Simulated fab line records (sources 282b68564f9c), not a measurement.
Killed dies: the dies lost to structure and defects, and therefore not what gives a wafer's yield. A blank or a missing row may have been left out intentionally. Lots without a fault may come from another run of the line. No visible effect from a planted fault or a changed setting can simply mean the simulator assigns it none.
What tool caused it?	flow rit-cmos	14 lots, 42 wafers sampled, at 2 steps of a route of 202

## WHAT THE GAUGES READ, wafer by wafer
RIT_SDANNEAL_RS_MEAS_04: measurement is done with a four-point probe. Usual: PSD_RS typically reads 115.90 ohm/sq, with standard deviation 0.29.
lot	measured	on	PSD_RS (ohm/sq)	flag
L712	day 3 03:23	film-metro-03	115.80 115.71 115.95	
L713	day 3 09:22	film-metro-03	115.81 115.60 115.23	
L714	day 3 13:17	film-metro-02	116.29 116.25 116.16	
L715	day 3 19:11	film-metro-03	115.81 115.60 115.48	
L716	day 4 04:48	film-metro-02	115.56 115.70 115.73	
L717	day 4 06:32	film-metro-03	115.90 115.85 116.25	
L719	day 4 15:05	film-metro-02	115.87 116.04 116.05	
L721	day 5 03:43	film-metro-02	115.96 115.89 115.89	
L729	day 7 05:51	film-metro-01	120.72 120.40 120.44 120.47 120.73 120.76	OFF
L731	day 7 07:29	film-metro-03	120.17 119.96 120.16 119.83 120.09 120.04	OFF
L732	day 7 12:29	film-metro-03	115.51 115.98 116.10	
L733	day 7 21:07	film-metro-03	115.84 115.97 116.28	
L734	day 8 02:50	film-metro-01	116.26 115.97 116.03	
L735	day 8 05:05	film-metro-02	116.20 116.05 115.81	

## TOOL THAT RAN EACH LOT (tool first, then ch and the chambers of the sampled wafers, then the start)
lot	RIT_PSD_IMPLANT_08
L712	implanter-01 ch 0, day 3 02:34
L713	implanter-01 ch 0, day 3 08:34
L714	implanter-04 ch 0, day 3 12:28
L715	implanter-03 ch 0, day 3 18:22
L716	implanter-01 ch 0, day 4 03:56
L717	implanter-03 ch 0, day 4 05:44
L719	implanter-01 ch 0, day 4 14:16
L721	implanter-01 ch 0, day 5 02:54
L729	implanter-04 ch 0, day 7 05:02
L731	implanter-04 ch 0, day 7 06:39
L732	implanter-03 ch 0, day 7 11:39
L733	implanter-03 ch 0, day 7 20:20
L734	implanter-03 ch 0, day 8 02:01
L735	implanter-03 ch 0, day 8 04:17
- RIT_PSD_IMPLANT_08

## WHAT THE TOOLS THEMSELVES READ (means of the sampled wafers that have a number; where no wafer has one, the mark that the record gives instead)
RIT_PSD_IMPLANT_08. Usual: beam-energy-keV reads 27.000 (standard deviation 0.0089).
lot	tool	beam-energy-keV	flag
L712	implanter-01	27.018	
L713	implanter-01	26.995	
L714	implanter-04	27.001	
L715	implanter-03	27.000	
L716	implanter-01	26.990	
L717	implanter-03	27.002	
L719	implanter-01	26.995	
L721	implanter-01	26.997	
L729	implanter-04	25.113	OFF
L731	implanter-04	25.108	OFF
L732	implanter-03	27.013	
L733	implanter-03	27.005	
L734	implanter-03	26.992	
L735	implanter-03	27.000	

## THE ANSWER, worked out from the rows above alone
Rule: a lot counts as off when the mean over its wafers that have a number is more than 3 standard deviations away from the usual mean. A lot without any number at a reading at which 4 lots or more have one is off too. All remaining lots with rows at the step are treated as sound. Order of review: gauges by route order, followed by the tools' own readings, for which a lot's mean as printed above is used. The first step at which some lot is off is used, and at that step the reading that is off furthest; a lot without a number counts as furthest.
Off: L729, L731, seen at RIT_SDANNEAL_RS_MEAS_04 (PSD_RS).
A tool fits if, at a process step before that reading, it ran every lot that is off, and no sound lot after the first of them. Not tried: the gauges at RIT_SDANNEAL_RS_MEAS_04; whatever is off there is also off at RIT_PSD_IMPLANT_08, on other tools, and gauge error can't account for it. One candidate fits, namely implanter-04 at RIT_PSD_IMPLANT_08. A fault onset in the window from L714 (day 3 12:28, its last sound lot) to L729 (day 7 05:02, its first lot off) fits.
The tool's own readings at RIT_PSD_IMPLANT_08 bear it out: on the lots that are off they differ by more than 5 times the standard deviation of the sound lots' means. beam-energy-keV reads 25.111 there against 27.001 on the sound lots.

## WHAT WAS PUT IN BY THE SIMULATOR
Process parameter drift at RIT_PSD_IMPLANT_08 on implanter-04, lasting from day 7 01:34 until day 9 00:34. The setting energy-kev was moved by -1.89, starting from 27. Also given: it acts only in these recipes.
Struck lots among those shown: L729, L731. Same finding as the rule above.
